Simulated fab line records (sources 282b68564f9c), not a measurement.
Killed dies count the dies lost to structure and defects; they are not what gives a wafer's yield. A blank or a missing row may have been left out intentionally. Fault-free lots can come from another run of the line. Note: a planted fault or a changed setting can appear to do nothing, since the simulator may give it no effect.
The tool behind it: which one? + flow rit cmos + 13 lots, 39 wafers sampled, at 1 step of a route of 202

## WHAT EACH GAUGE READ, for each wafer
No reading from a measuring or inspecting step in the record can be judged against a usual standard deviation.

## TOOL THAT RAN EACH LOT (tool first, then ch and the chambers of the sampled wafers, then the start)
| lot  | RIT_NSD_EXPOSE_03                  |
|------|------------------------------------|
| L963 | iline stepper-02 ch 0, day 3 10:00 |
| L964 | iline stepper-02 ch 0, day 3 23:00 |
| L967 | iline stepper-02 ch 0, day 4 18:06 |
| L970 | iline stepper-02 ch 0, day 5 18:17 |
| L971 | iline stepper-01 ch 0, day 5 18:44 |
| L973 | iline stepper-01 ch 0, day 5 23:13 |
| L972 | iline stepper-02 ch 0, day 6 03:04 |
| L974 | iline stepper-01 ch 0, day 6 03:18 |
| L976 | iline stepper-01 ch 0, day 6 09:02 |
| L982 | iline stepper-02 ch 0, day 7 01:58 |
| L983 | iline stepper-02 ch 0, day 7 09:52 |
| L984 | iline stepper-01 ch 0, day 7 12:16 |
| L986 | iline stepper-01 ch 0, day 7 23:30 |
- RIT_NSD_EXPOSE_03: exposes mask M9, target cd 40700 nm.

## WHAT THE TOOLS THEMSELVES READ (means of the sampled wafers that have a number; where no wafer has one, the mark that the record gives instead)
RIT_NSD_EXPOSE_03.
| lot  | tool             | stage vel mm s (mm/s) |
|------|------------------|-----------------------|
| L963 | iline stepper-02 | 499.62                |
| L964 | iline stepper-02 | 500.18                |
| L967 | iline stepper-02 | 500.22                |
| L970 | iline stepper-02 | 500.29                |
| L971 | iline stepper-01 | 500.29                |
| L973 | iline stepper-01 | 499.96                |
| L972 | iline stepper-02 | 499.92                |
| L974 | iline stepper-01 | 499.70                |
| L976 | iline stepper-01 | 500.38                |
| L982 | iline stepper-02 | 499.93                |
| L983 | iline stepper-02 | 500.17                |
| L984 | iline stepper-01 | 499.83                |
| L986 | iline stepper-01 | 499.84                |

## THE ANSWER, worked out from the rows above alone
Rule: usual is defined by the lots themselves. Put in order of their means at a reading, lots are off if they are a third of the lots or fewer, leave a main group of 4 or more, and stand apart from it by a gap of 3 or more times the standard deviation of the main group's means; of several such gaps the widest counts. If all means in a main group match to the digits the tables above print for the reading, that group is not used. Also off: a lot with no number at a reading for which 4 or more lots have one. The other lots that the step has rows for count as sound. After the gauges, taken in route order, come the tools' own readings; for these a lot's mean is taken, as printed above. The first step at which some lot is off is used, and at that step the reading that is off furthest; a lot without a number counts as furthest.
No lot is off on any of the readings shown, so nothing can be concluded from this.

## WHAT WAS PUT IN BY THE SIMULATOR
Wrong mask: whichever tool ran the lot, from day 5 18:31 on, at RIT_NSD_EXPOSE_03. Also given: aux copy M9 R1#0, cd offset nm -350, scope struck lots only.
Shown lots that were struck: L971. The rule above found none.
